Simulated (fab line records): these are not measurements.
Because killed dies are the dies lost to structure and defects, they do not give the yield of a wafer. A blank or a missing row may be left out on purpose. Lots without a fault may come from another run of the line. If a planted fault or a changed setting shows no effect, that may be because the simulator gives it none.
Struck lot and sound lot, side by side || flow berkeleyCmos170 || 27 out of 331 route steps
Sound: the wafers L476.1, L476.4, L476.5. Wafers struck: L482.1, L482.3, L482.5. At the end, the cause is stated.
Each step with rows lists, per side, the tool, then ch with its chambers, then its first start. Under that, the readings that differ: sound wafers || struck wafers || difference of the means || sigmas: that difference in standard deviations of wafers without a fault.
alike: readings with means less than 2 such deviations apart, plus words and numbers identical on both sides. not compared: withheld readings, readings lacking a value on some wafer, bounds such as >300 that could conceal the same value, and numbers that have no deviation in the record and whose values overlap.
A row with sigmas, a row that says differs or no value, or rows on one side alone: a step with any of these is where the two part. Non-overlapping numbers with no deviation appear without sigmas and do not part them. A reading missing from all wafers of one side parts the sides only when that side holds two or more wafers.

UCB170_SPACER_THK_MEAS_01:
  sound: filmMetro-01 at day 6 04:26; struck: filmMetro-01 at day 8 08:26
  alike: SPACER_TEOS_THK
then, 1 step without rows for these wafers: UCB170_SPACER_ANNEAL_02 (time 1800 s).
UCB170_SPACER_ETCHBACK_03: etches SiO2 in CHF3/CF4/Ar, stops on Si, target depth 376 nm, time 100 s.
  sound on rieDiel-02 ch 0,3, day 6 08:56; struck on rieDiel-03 ch 2,3, day 8 11:47
  alike: drypumpMotorCurrentA, oesProductAu, throttleValvePct
  not compared: rfHoursCounterH
then, 6 steps without rows for these wafers: UCB170_PSD_HMDS_00 (prime time 60 s); UCB170_PSD_COAT_01 (resist thk 900 nm); UCB170_PSD_SOFTBAKE_02 (time 60 s); UCB170_PSD_EXPOSE_03 (exposes mask PSELECT MOD, target cd 1200 nm); UCB170_PSD_PEB_04; UCB170_PSD_DEVELOP_05 (develop time 45 s).
UCB170_PSD_CD_MEAS_06: the cd target is 1200 nm.
  sound: cdSem-01 at day 6 10:08; struck: cdSem-01 at day 8 13:50
  alike: cdNm
UCB170_PSD_OVL_MEAS_07:
  sound: overlay-01 at day 6 10:15; struck: overlay-01 at day 8 13:58
  alike: PSD_OVL
next, for these wafers, 1 step has no rows: UCB170_PSD_IMPLANT_08.
UCB170_PSD_STRIP_09: strips in O2.
  sound on plasmaAsher-03 ch 0, day 6 10:26; struck on plasmaAsher-01 ch 0, day 8 14:08
  no value came back on the struck wafers for chamberPressureMTorr (mTorr), drypumpMotorCurrentA (A), oesProductAu (a.u.), stripTimeToEndpointS (s); on the sound wafers chamberPressureMTorr (mTorr) reads 3503.9 3500.9 3497.3
{"reading": "model.KrF_of_PSD_COAT_01.thkNm (nm)", "sound": "0 0 0", "struck": "885.9 884.7 883.4", "difference": "+884.7", "sigmas": ""}
  not compared: rfHoursCounterH
UCB170_PSD_TW_MEAS_10:
  sound: filmMetro-01 at day 6 10:32; struck: filmMetro-03 at day 8 14:14
  alike: PSD_TW
then, 7 steps without rows for these wafers: UCB170_PSD_CLEAN_11 (cleans in SPM, time 600 s); UCB170_NSD_HMDS_00 (prime time 60 s); UCB170_NSD_COAT_01 (resist thk 900 nm); UCB170_NSD_SOFTBAKE_02 (time 60 s); UCB170_NSD_EXPOSE_03 (exposes mask NSELECT MOD, target cd 1200 nm); UCB170_NSD_PEB_04; UCB170_NSD_DEVELOP_05 (develop time 45 s).
UCB170_NSD_CD_MEAS_06: the cd target is 1200 nm.
  sound: cdSem-01 at day 6 12:03; struck: cdSem-01 at day 8 15:26
  alike: cdNm
UCB170_NSD_OVL_MEAS_07:
  sound: overlay-02 at day 6 12:10; struck: overlay-01 at day 8 15:33
  alike: NSD_OVL
next, for these wafers, 1 step has no rows: UCB170_NSD_IMPLANT_08.
UCB170_NSD_STRIP_09: strips in O2.
  sound on plasmaAsher-03 ch 0,1, day 6 12:22; struck on plasmaAsher-01 ch 0,1, day 8 15:44
{"reading": "oesProductAu (a.u.)", "sound": "0.540 0.530 0.529", "struck": "0.628 0.623 0.611", "difference": "+0.088", "sigmas": "+19"}
{"reading": "stripTimeToEndpointS (s)", "sound": "35.89 35.89 35.89", "struck": "62.05 61.98 62.01", "difference": "+26.12", "sigmas": "+99 or more"}
  alike: chamberPressureMTorr, drypumpMotorCurrentA
  not compared: rfHoursCounterH
UCB170_NSD_TW_MEAS_10:
  sound: filmMetro-03 at day 6 12:28; struck: filmMetro-01 at day 8 16:04
{"reading": "NSD_TW", "sound": "4205 4200 4199", "struck": "30 30 30", "difference": -4171, "sigmas": "-99 or more"}
  not compared: hold
UCB170_M3_PROBE_99:
  the record holds rows for the sound wafers here (prober-02, day 7 17:56) but none for the struck ones

== WHERE THEY PART ==
Earliest at UCB170_PSD_STRIP_09; latest, in this record, at UCB170_M3_PROBE_99.

WHY: what had been put in by the simulator
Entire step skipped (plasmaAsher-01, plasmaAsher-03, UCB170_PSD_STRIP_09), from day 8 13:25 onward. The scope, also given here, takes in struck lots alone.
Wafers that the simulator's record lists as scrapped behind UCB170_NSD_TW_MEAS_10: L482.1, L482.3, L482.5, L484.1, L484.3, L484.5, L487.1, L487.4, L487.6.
